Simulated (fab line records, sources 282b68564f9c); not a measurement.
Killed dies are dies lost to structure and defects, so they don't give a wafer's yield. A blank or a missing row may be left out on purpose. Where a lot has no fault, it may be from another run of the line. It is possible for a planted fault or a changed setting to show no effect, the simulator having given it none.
fab line records | flow rit_cmos
record: lots: 15 wafers: 45 last_day: 8
route steps=202 shown ACTIVE@1 NWELL@38 PRETRO@72 M1@202
lots that met no fault: from a run of the same line without faults
start_h: start of the lot's first displayed wafer, in hours after the record's first day | wait_h: hours since the lot's step before | " the same as in the row above | L1.1+2: a single row standing in for several wafers | - no value present, or no start provided | * or withheld: withheld | < > ~ a bound
route shown NAME@n: a module of which the file shows steps, and the number in the route of the first | usual: average and standard deviation across the fault-free wafers | same: alike in all rows | chamber/n: place in a boat | sites: readings site by site | _std_site: standard deviation of those values | _edge_site: inner sites' mean taken away from outer sites' mean | radius_mm: for every site, how far away it sits from the centre of the wafer | mask NAME#n: copy n | behind: the tool/chamber that last shaped the wafer | hold: the reason the lot was held/the length of the hold in hours/how it ended | device: transistor that didn't switch, given as n, p or np | end of line: tests of these same wafers at the route's end | for a step that has no rows: nothing shown but its recipe | killed: the dies lost at the first sort to structure and to defects; this is not the yield of the wafer | map: shows each die of a wafer: x if killed, . if not, _ if none is there
set.NAME: the run value of the setting; set.NAME@STEP: its run value at that earlier step | model.NAME: the simulator's own value behind a step, which no gauge read
a sample of lots followed through the steps of the route, with each step as a table and each wafer as a row
services: the hour from which a tool's chamber was out of use, counted from the record's first day as start_h (under 0 if before that day), plus the number of hours and why
== steps ==
step: RIT_ACTIVE_BOW_MEAS_00
recipe: mode: bow
usual: INCOMING_BOW: 0/6.7
columns lot.wafer tool chamber start_h wait_h INCOMING_BOW[um]
L463.3 film_metro-02 - 10.04 - 0
L463.4 " - " " -6
L463.5 " - " " 3
L464.4 film_metro-02 - 15.06 - -1
L464.5 " - " " 2
L464.6 " - " " 0
L465.1 film_metro-04 - 20.00 - 3
L465.5 " - " " -8
L465.6 " - " " 1
L466.2 film_metro-04 - 25.02 - 11
L466.4 " - " " 18
L466.6 " - " " 14
L468.1 film_metro-02 - 35.00 - 11
L468.4 " - " " 2
L468.5 " - " " 5
L469.1 film_metro-01 - 40.00 - -6
L469.2 " - " " 6
L469.4 " - " " -4
L471.2 film_metro-01 - 50.02 - 0
L471.5 " - " " 3
L471.6 " - " " 1
L472.2 film_metro-04 - 55.02 - -2
L472.3 " - " " -20
L472.4 " - " " 10
L474.1 film_metro-01 - 65.00 - 8
L474.2 " - " " -5
L474.6 " - " " 9
L476.1 film_metro-02 - 75.00 - 2
L476.2 " - " " 0
L476.5 " - " " -1
L482.1 film_metro-01 - 105.00 - -5
L482.5 " - " " 3
L482.6 " - " " 8
L483.1 film_metro-02 - 110.00 - -7
L483.2 " - " " 5
L483.6 " - " " 3
L484.1 film_metro-02 - 115.00 - -3
L484.3 " - " " -1
L484.4 " - " " 6
L485.1 film_metro-04 - 120.00 - 3
L485.3 " - " " -15
L485.5 " - " " -3
L486.1 film_metro-04 - 125.00 - -5
L486.3 " - " " -5
L486.4 " - " " -1
step: RIT_ACTIVE_CD_MEAS_11
recipe: target_cd_nm: 1400
usual: cd_nm: 1400.2/2
columns lot.wafer tool chamber start_h wait_h cd_nm
L463.3 cd_sem-02 - 14.48 - 1399.7
L463.4 " - " " 1399.9
L463.5 " - " " 1398.3
L464.4 cd_sem-02 - 20.49 - 1400.1
L464.5 " - " " 1399.8
L464.6 " - " " 1400.5
L465.1 cd_sem-01 - 24.63 - 1399.0
L465.5 " - " " 1399.1
L465.6 " - " " 1400.0
L466.2 cd_sem-01 - 30.49 - 1398.1
L466.4 " - " " 1400.5
L466.6 " - " " 1402.4
L468.1 cd_sem-02 - 39.90 - 1398.6
L468.4 " - " " 1398.8
L468.5 " - " " 1397.1
L469.1 cd_sem-01 - 45.25 - 1400.1
L469.2 " - " " 1397.6
L469.4 " - " " 1399.4
L471.2 cd_sem-02 - 54.62 - 1400.2
L471.5 " - " " 1401.1
L471.6 " - " " 1402.2
L472.2 cd_sem-02 - 60.57 - 1399.8
L472.3 " - " " 1401.3
L472.4 " - " " 1399.0
L474.1 cd_sem-02 - 70.49 - 1401.8
L474.2 " - " " 1401.2
L474.6 " - " " 1402.0
L476.1 cd_sem-02 - 79.44 - 1398.2
L476.2 " - " " 1401.3
L476.5 " - " " 1402.1
L482.1 cd_sem-02 - 109.52 - 1404.0
L482.5 " - " " 1401.6
L482.6 " - " " 1401.1
L483.1 cd_sem-02 - 115.27 - 1401.4
L483.2 " - " " 1401.9
L483.6 " - " " 1400.7
L484.1 cd_sem-02 - 120.48 - 1394.7
L484.3 " - " " 1398.5
L484.4 " - " " 1397.5
L485.1 cd_sem-01 - 124.61 - 1403.1
L485.3 " - " " 1403.8
L485.5 " - " " 1403.2
L486.1 cd_sem-01 - 130.37 - 1396.2
L486.3 " - " " 1399.2
L486.4 " - " " 1399.2
step: RIT_NWELL_TW_MEAS_10
usual: NWELL_TW: 2149/16
columns lot.wafer tool chamber start_h wait_h NWELL_TW
L463.3 film_metro-02 - 23.33 0.1 2165
L463.4 " - " " 2170
L463.5 " - " " 2166
L464.4 film_metro-02 - 27.33 0.1 2174
L464.5 " - " " 2177
L464.6 " - " " 2175
L465.1 film_metro-04 - 34.05 0.1 2118
L465.5 " - " " 2119
L465.6 " - " " 2126
L466.2 film_metro-02 - 38.36 0.1 2165
L466.4 " - " " 2166
L466.6 " - " " 2174
L468.1 film_metro-04 - 48.76 0.1 2131
L468.4 " - " " 2124
L468.5 " - " " 2138
L469.1 film_metro-03 - 52.26 0.1 2149
L469.2 " - " " 2155
L469.4 " - " " 2149
L471.2 film_metro-04 - 63.13 0.1 2127
L471.5 " - " " 2120
L471.6 " - " " 2118
L472.2 film_metro-03 - 66.85 0.1 2139
L472.3 " - " " 2154
L472.4 " - " " 2141
L474.1 film_metro-04 - 77.31 0.1 2127
L474.2 " - " " 2140
L474.6 " - " " 2147
L476.1 film_metro-04 - 89.37 0.1 2135
L476.2 " - " " 2136
L476.5 " - " " 2120
L482.1 film_metro-04 - 117.64 0.1 2144
L482.5 " - " " 2145
L482.6 " - " " 2141
L483.1 film_metro-04 - 121.91 0.1 2146
L483.2 " - " " 2131
L483.6 " - " " 2142
L484.1 film_metro-04 - 127.41 0.1 2142
L484.3 " - " " 2138
L484.4 " - " " 2136
L485.1 film_metro-02 - 134.37 0.1 2171
L485.3 " - " " 2179
L485.5 " - " " 2173
L486.1 film_metro-03 - 141.88 0.1 2158
L486.3 " - " " 2158
L486.4 " - " " 2159
step: RIT_PRETRO_IMPLANT_08
recipe: species: B energy_kev: 45 dose_cm2: 1.2e+13 tilt_deg: 7
usual: dose_ions_cm2: 1.2e+13/1.3e+10 faraday_current_uA: 38.0/0.78 tilt_deg: 7.003/0.019
columns lot.wafer tool chamber start_h wait_h dose_ions_cm2 faraday_current_uA tilt_deg
L463.3 implanter-04 0 33.18 0.2 1.2022e+13 37.8 7.004
L463.4 " 0 " " 1.201e+13 38.3 7.004
L463.5 " 0 " " 1.1985e+13 37.7 6.971
L464.4 implanter-01 0 37.51 0.2 1.2002e+13 37.6 6.986
L464.5 " 0 " " 1.198e+13 38.2 6.987
L464.6 " 0 " " 1.1998e+13 37.1 6.995
L465.1 implanter-02 0 44.03 0.2 1.1998e+13 38.0 7.004
L465.5 " 0 " " 1.1992e+13 39.7 6.978
L465.6 " 0 " " 1.2005e+13 38.1 6.977
L466.2 implanter-01 0 49.10 0.2 1.1996e+13 35.9 7.013
L466.4 " 0 " " 1.2e+13 38.3 6.999
L466.6 " 0 " " 1.1994e+13 38.1 6.993
L468.1 implanter-04 0 59.18 0.2 1.2004e+13 39.5 7.008
L468.4 " 0 " " 1.2001e+13 37.8 7.038
L468.5 " 0 " " 1.2017e+13 36.9 7.017
L469.1 implanter-01 0 62.98 0.2 1.3004e+13 40.6 6.977
L469.2 " 0 " " 1.3006e+13 40.7 6.989
L469.4 " 0 " " 1.3001e+13 39.4 6.989
L471.2 implanter-01 0 73.68 0.2 1.3009e+13 40.5 7.020
L471.5 " 0 " " 1.2994e+13 40.4 7.019
L471.6 " 0 " " 1.3004e+13 41.3 7.000
L472.2 implanter-01 0 76.78 0.2 1.2998e+13 42.4 6.953
L472.3 " 0 " " 1.3023e+13 40.1 6.976
L472.4 " 0 " " 1.303e+13 40.6 7.031
L474.1 implanter-02 0 88.61 0.2 1.2001e+13 37.5 6.993
L474.2 " 0 " " 1.1999e+13 39.0 6.976
L474.6 " 0 " " 1.2004e+13 38.6 7.002
L476.1 implanter-04 0 99.14 0.2 1.1996e+13 38.5 6.992
L476.2 " 0 " " 1.1995e+13 37.3 6.990
L476.5 " 0 " " 1.2011e+13 37.0 7.003
L482.1 implanter-04 0 127.54 0.2 1.1979e+13 38.6 7.015
L482.5 " 0 " " 1.197e+13 38.2 7.012
L482.6 " 0 " " 1.1994e+13 37.5 6.986
L483.1 implanter-04 0 131.76 0.2 1.1984e+13 38.6 7.017
L483.2 " 0 " " 1.2002e+13 37.3 6.963
L483.6 " 0 " " 1.2008e+13 38.1 6.998
L484.1 implanter-01 0 138.55 0.2 1.2003e+13 38.4 7.017
L484.3 " 0 " " 1.1992e+13 36.9 7.001
L484.4 " 0 " " 1.1984e+13 37.4 7.010
L485.1 implanter-04 0 146.42 0.2 1.2003e+13 39.0 7.020
L485.3 " 0 " " 1.1999e+13 39.2 7.029
L485.5 " 0 " " 1.1995e+13 36.9 6.991
L486.1 implanter-04 0 152.95 0.2 1.2005e+13 37.5 7.023
L486.3 " 0 " " 1.1995e+13 38.4 6.984
L486.4 " 0 " " 1.1994e+13 38.1 7.010
step: RIT_PRETRO_TW_MEAS_10
usual: PRETRO_TW: 474.9/2.8
columns lot.wafer tool chamber start_h wait_h PRETRO_TW
L463.3 film_metro-01 - 33.47 0.1 476.3
L463.4 " - " " 474.0
L463.5 " - " " 475.7
L464.4 film_metro-01 - 37.79 0.1 478.8
L464.5 " - " " 476.2
L464.6 " - " " 476.9
L465.1 film_metro-04 - 44.35 0.1 467.5
L465.5 " - " " 466.2
L465.6 " - " " 468.0
L466.2 film_metro-04 - 49.41 0.1 469.6
L466.4 " - " " 471.7
L466.6 " - " " 470.0
L468.1 film_metro-01 - 59.51 0.1 474.3
L468.4 " - " " 472.5
L468.5 " - " " 475.7
L469.1 film_metro-03 - 63.31 0.1 487.1
L469.2 " - " " 489.1
L469.4 " - " " 487.1
L471.2 film_metro-01 - 73.99 0.1 485.3
L471.5 " - " " 485.8
L471.6 " - " " 486.2
L472.2 film_metro-03 - 77.09 0.1 489.5
L472.3 " - " " 490.9
L472.4 " - " " 489.0
L474.1 film_metro-01 - 88.94 0.1 471.8
L474.2 " - " " 474.1
L474.6 " - " " 477.3
L476.1 film_metro-03 - 99.46 0.1 473.6
L476.2 " - " " 476.1
L476.5 " - " " 475.4
L482.1 film_metro-01 - 127.86 0.1 476.3
L482.5 " - " " 478.5
L482.6 " - " " 477.5
L483.1 film_metro-03 - 132.08 0.1 477.7
L483.2 " - " " 471.5
L483.6 " - " " 479.2
L484.1 film_metro-03 - 138.87 0.1 479.1
L484.3 " - " " 474.0
L484.4 " - " " 476.3
L485.1 film_metro-04 - 146.75 0.1 472.3
L485.3 " - " " 471.5
L485.5 " - " " 472.1
L486.1 film_metro-01 - 153.27 0.1 474.0
L486.3 " - " " 472.6
L486.4 " - " " 472.3
step: RIT_M1_PROBE_99
usual: killed_at_contacts: 0.1/0.3 killed_at_front_end: 7/3.4 killed_dies: 7/3.4 killed_open: 3.6/2.1 killed_short: 3.5/2.1
same: gross_dies: 264 killed_at_M0_to_M3: 0 killed_at_M4_up: 0 killed_at_back_side: 0 killed_at_other: 0
columns lot.wafer tool chamber start_h wait_h killed_at_contacts killed_at_front_end killed_dies killed_open killed_short
L472.2 prober-02 - 103.97 0.1 1 5 6 3 3
L472.3 prober-02 - 104.02 0.2 0 3 3 1 2
L472.4 prober-02 - 104.07 0.2 0 4 4 2 2
L476.1 prober-02 - 126.44 0.1 0 8 8 4 4
L476.2 prober-02 - 126.49 0.1 0 6 6 4 2
L476.5 prober-02 - 126.64 0.2 0 4 4 3 1
L483.1 prober-01 - 163.39 0.1 0 5 5 3 2
L483.2 prober-01 - 163.44 0.1 0 6 6 2 4
L483.6 prober-01 - 163.64 0.2 0 6 6 3 3
killed by level:class
L472.2 FOX1:geometric_particle:short=1 GATE:geometric_particle:open=1 REOX:geometric_particle:open=1 REOX:geometric_particle:short=1 SILICIDE:geometric_particle:open=1 CONTACT:geometric_particle:short=1
L472.3 REOX:geometric_particle:short=2 SILICIDE:geometric_particle:open=1
L472.4 FOX2:geometric_particle:short=1 GATE:geometric_particle:short=1 GATE:geometric_particle:open=1 SILICIDE:geometric_particle:open=1
L476.1 GATE:geometric_particle:short=3 FOX1:geometric_particle:open=1 GATE:geometric_particle:open=1 REOX:geometric_particle:short=1 REOX:geometric_particle:open=1 SILICIDE:geometric_particle:open=1
L476.2 GATE:geometric_particle:short=2 SILICIDE:geometric_particle:open=2 FOX2:geometric_particle:open=1 GATE:geometric_particle:open=1
L476.5 GATE:geometric_particle:open=2 GATE:geometric_particle:short=1 REOX:geometric_particle:open=1
L483.1 FOX1:geometric_particle:open=1 GATE:geometric_particle:short=1 GATE:geometric_particle:open=1 REOX:geometric_particle:short=1 SILICIDE:geometric_particle:open=1
L483.2 GATE:geometric_particle:short=2 SILICIDE:geometric_particle:short=2 SILICIDE:geometric_particle:open=2
L483.6 GATE:geometric_particle:short=2 FOX1:geometric_particle:open=1 FOX2:geometric_particle:open=1 GATE:geometric_particle:open=1 SILICIDE:geometric_particle:short=1
== services ==
columns tool chamber start_h hours kind
implanter-01 - 10.50 3.6 pm
implanter-04 - 67.03 1.3 repair
implanter-04 - 70.10 26.7 repair
implanter-04 - 78.60 1.4 repair
implanter-04 - 80.04 4.7 repair
== key ==
first_sign: step: RIT_PRETRO_IMPLANT_08 reading: dose_ions_cm2 direction: up sigmas: 79 usual: 1.2e+13 struck: 1.3008e+13
effect: step: RIT_PRETRO_IMPLANT_08 reading: faraday_current_uA direction: up sigmas: 3.4 usual: 38.0 struck: 40.7
effect: step: RIT_PRETRO_TW_MEAS_10 reading: PRETRO_TW direction: up sigmas: 4.6 usual: 474.9 struck: 487.8
met_at RIT_PRETRO_IMPLANT_08
struck_lots L469,L471,L472
tester_left_out L469,L471,L472
not_acting_at RIT_ACTIVE_BOW_MEAS_00,RIT_ACTIVE_CD_MEAS_11,RIT_NWELL_TW_MEAS_10
onset_between 49.10 62.98
fault: kind: process_parameter_drift tool: implanter-01 chamber: - onset_h: 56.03 steps: RIT_PRETRO_IMPLANT_08 channel: dose_cm2 offset: 1.0007e+12 shape: step end_h: 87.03 acts_in: these_recipes_only stated: 1.2e+13
tester_left_out: of these lots the tester's yield and bins aren't shown, on N5 and GAA mostly nor the transistor test; their killed dies are dies lost to structure and defects alone, not to doping, threshold or leakage, so they don't give the yield
